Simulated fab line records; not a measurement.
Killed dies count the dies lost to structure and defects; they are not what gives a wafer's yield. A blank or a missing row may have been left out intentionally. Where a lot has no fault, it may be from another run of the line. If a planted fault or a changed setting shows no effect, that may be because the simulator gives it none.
A lot that was struck, set against a sound lot / flow berkeleyCmos170 / 31 out of 331 route steps
Sound: wafers L539.1, L539.2, L539.4. Wafers struck: L544.1, L544.5, L544.6. The cause comes at the end.
Order at every step that has rows: each side's tool, ch and its chambers, its first start. Under that, the readings that differ: sound wafers / struck wafers / difference of the means / sigmas: that difference in standard deviations of wafers without a fault.
alike: readings with means less than 2 such deviations apart, plus words and numbers identical on both sides. not compared: withheld readings, readings lacking a value on some wafer, bounds such as >300 that could conceal the same value, and numbers that have no deviation in the record and whose values overlap.
The two part at a step that has a row with sigmas, a row that says differs or no value, or rows on one side only. Non-overlapping numbers with no deviation appear without sigmas and do not part them. A reading that every wafer of one side lacks parts them only if that side has two wafers or more.

first, 6 steps without rows for these wafers: UCB170_V1_HMDS_06 (prime time 60 s); UCB170_V1_COAT_07 (resist thk 900 nm); UCB170_V1_SOFTBAKE_08 (time 60 s); UCB170_V1_EXPOSE_09 (exposes mask VIA1, target cd 700 nm); UCB170_V1_PEB_10; UCB170_V1_DEVELOP_11 (develop time 45 s).
UCB170_V1_CD_MEAS_12 targets a cd of 700 nm.
  sound on cdSem-02, day 7 14:11; struck on cdSem-01, day 8 07:34
  alike: cdNm
UCB170_V1_OVL_MEAS_13:
  sound on overlay-01, day 7 14:18; struck on overlay-02, day 8 07:41
  alike: V1_OVL
UCB170_V1_ETCH_14: etches SiO2 in CHF3/CF4/Ar, stops on Al, target depth 1250 nm, time 291 s.
  sound on rieDiel-01 ch 0,1,2, day 7 14:20; struck on rieDiel-02 ch 0,2,3, day 8 07:43
  alike: drypumpMotorCurrentA, oesProductAu, throttleValvePct
  not compared: rfHoursCounterH
UCB170_V1_STRIP_15: strips in O2.
  sound on plasmaAsher-04 ch 0,1, day 7 14:31; struck on plasmaAsher-03 ch 0,1, day 8 07:54
  alike: drypumpMotorCurrentA, oesProductAu, stripTimeToEndpointS
  not compared: rfHoursCounterH
UCB170_V1_CD_MEAS_90 targets a cd of 700 nm.
  sound on cdSem-02, day 7 14:37; struck on cdSem-01, day 8 08:00
  alike: cdNm
then, 1 step without rows for these wafers: UCB170_M2_PRE_CLEAN_00 (preclean etch time 60 s).
UCB170_M2_SPUTTER_01: material Al, target thk 900 nm, time 120 s.
  sound on pvdSputter-02, day 7 14:48; struck on pvdSputter-03, day 8 08:26
  alike: cathodeDcPowerW, throttleValvePct
UCB170_M2_RS_MEAS_02: uses a four-point probe to measure.
  sound on filmMetro-01, day 7 14:53; struck on filmMetro-04, day 8 08:31
reading=M2_AL_RS (ohm/sq); sound=0.0330 0.0318 0.0322; struck=0.0159 0.0158 0.0160; difference=-0.0164; sigmas=-38
UCB170_M2_THK_MEAS_03: measures by xrf.
  sound on filmMetro-01, day 7 15:00; struck on filmMetro-04, day 8 08:42
reading=M2_AL_THK (nm); sound=874 910 900; struck=1820 1831 1806; difference=+924; sigmas=+71
then, 3 steps without rows for these wafers: UCB170_M2_HMDS_04 (prime time 60 s); UCB170_M2_COAT_05 (resist thk 900 nm); UCB170_M2_SOFTBAKE_06 (time 60 s).
UCB170_M2_STRIP_07: strips in O2.
  sound on plasmaAsher-04 ch 0,1, day 7 15:31; struck on plasmaAsher-01 ch 0,1, day 8 09:20
reading=drypumpMotorCurrentA (A); sound=5.88 6.09 6.07; struck=5.43 5.56 5.42; difference=-0.54; sigmas=-2
  alike: oesProductAu, stripTimeToEndpointS
  not compared: rfHoursCounterH
then, 7 steps without rows for these wafers: UCB170_M2_STRIP_08 (strips KrF in DMSO, time 600 s); UCB170_M2_COAT_09; UCB170_M2_COAT_10 (resist thk 900 nm); UCB170_M2_SOFTBAKE_11 (time 60 s); UCB170_M2_EXPOSE_12 (exposes mask METAL2, target cd 700 nm); UCB170_M2_PEB_13; UCB170_M2_DEVELOP_14 (develop time 45 s).
UCB170_M2_CD_MEAS_15 targets a cd of 700 nm.
  sound on cdSem-01, day 7 16:51; struck on cdSem-01, day 8 10:37
reading=cdNm (nm); sound=699.3 698.5 700.5; struck=704.0 702.8 703.3; difference=+3.9; sigmas=+3
UCB170_M2_OVL_MEAS_16:
  sound on overlay-01, day 7 16:58; struck on overlay-01, day 8 10:44
  alike: M2_OVL
UCB170_M2_ETCH_17: etches BARC in N2/H2.
  sound on rieDiel-03 ch 0,2,3, day 7 17:01; struck on rieDiel-03 ch 0,3, day 8 10:46
  alike: drypumpMotorCurrentA, oesProductAu, throttleValvePct
UCB170_M2_METAL_ETCH_18: etches Al in Cl2/BCl3, stops on SiO2, target depth 1170 nm, time 195 s.
  sound on rieMetal-04 ch 0,1, day 7 17:03; struck on rieMetal-01 ch 0,1, day 8 10:49
reading=oesProductAu (a.u.); sound=0.856 0.863 0.863; struck=0.979 0.995 1.006; difference=+0.133; sigmas=+11
reading=model.etch.depthNm (nm); sound=875.7 908.7 898.1; struck=1150 1153 1205; difference=+275; sigmas=
reading=model.M2.featureDepthNm (nm); sound=935 965.7 957.2; struck=1150 1153 1205; difference=+217; sigmas=
  alike: drypumpMotorCurrentA, throttleValvePct
  not compared: rfHoursCounterH
UCB170_M2_STRIP_19: strips in O2.
  sound on plasmaAsher-01 ch 0,1, day 7 17:14; struck on plasmaAsher-01 ch 0,1, day 8 11:00
  alike: drypumpMotorCurrentA, oesProductAu
  not compared: rfHoursCounterH

== WHERE THEY PART ==
Last at UCB170_M2_METAL_ETCH_18 as far as this record goes, first at UCB170_M2_RS_MEAS_02. Later steps at which nothing parts them and some readings are alike: UCB170_M2_STRIP_19.

WHY: the cause the simulator had injected
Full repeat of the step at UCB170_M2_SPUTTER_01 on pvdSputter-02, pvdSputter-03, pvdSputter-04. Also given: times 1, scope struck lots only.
